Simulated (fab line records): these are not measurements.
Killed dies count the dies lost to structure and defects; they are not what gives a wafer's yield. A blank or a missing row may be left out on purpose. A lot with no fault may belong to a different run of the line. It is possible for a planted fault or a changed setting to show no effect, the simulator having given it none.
The tool behind it: which one? ; flow berkeley_cmos170 ; Sampling: 7 lots, 21 wafers, 2 of 331 route steps

== WHAT THE GAUGES READ, wafer by wafer ==
UCB170_M2_OVL_MEAS_16.
lot;measured;on;M2_OVL (nm)
L540;day 8 21:25;overlay-01;0 2 5
L544;day 9 11:20;overlay-01;0 -5 4
L546;day 10 11:17;overlay-02;10 3 2
L549;day 10 12:48;overlay-01;9 6 5
L551;day 10 11:46;overlay-01;10 -1 0
L556;day 12 05:42;overlay-01;5 8 7
L562;day 13 18:44;overlay-01;7 6 0

== WHICH TOOL RAN EACH LOT (tool, then ch and the chambers of the sampled wafers, then the start) ==
lot;UCB170_START_OXIDATION_02
L540;furnace-02 ch 0, day 1 15:41
L544;furnace-02 ch 0, day 2 15:48
L546;furnace-04 ch 0, day 3 01:23
L549;furnace-02 ch 0, day 3 12:57
L551;furnace-02 ch 0, day 4 01:38
L556;furnace-01 ch 0, day 5 03:41
L562;furnace-02 ch 0, day 6 08:29
- UCB170_START_OXIDATION_02: target thk 20 nm, ox time 1800 s.

== THE ANSWER, worked out from the rows above alone ==
Rule: the usual values come from the lots themselves. Put in order of their means at a reading, lots are off if they are a third of the lots or fewer, leave a main group of 4 or more, and stand apart from it by a gap of 3 or more times the standard deviation of the main group's means; of several such gaps the widest counts. Not used: any main group whose means are identical at the precision the tables above print for the reading. Also off: a lot with no number at a reading for which 4 or more lots have one. All remaining lots with rows at the step are treated as sound.
None of the lots is off at any reading shown; this tells nothing.

== WHAT THE SIMULATOR HAD INSERTED ==
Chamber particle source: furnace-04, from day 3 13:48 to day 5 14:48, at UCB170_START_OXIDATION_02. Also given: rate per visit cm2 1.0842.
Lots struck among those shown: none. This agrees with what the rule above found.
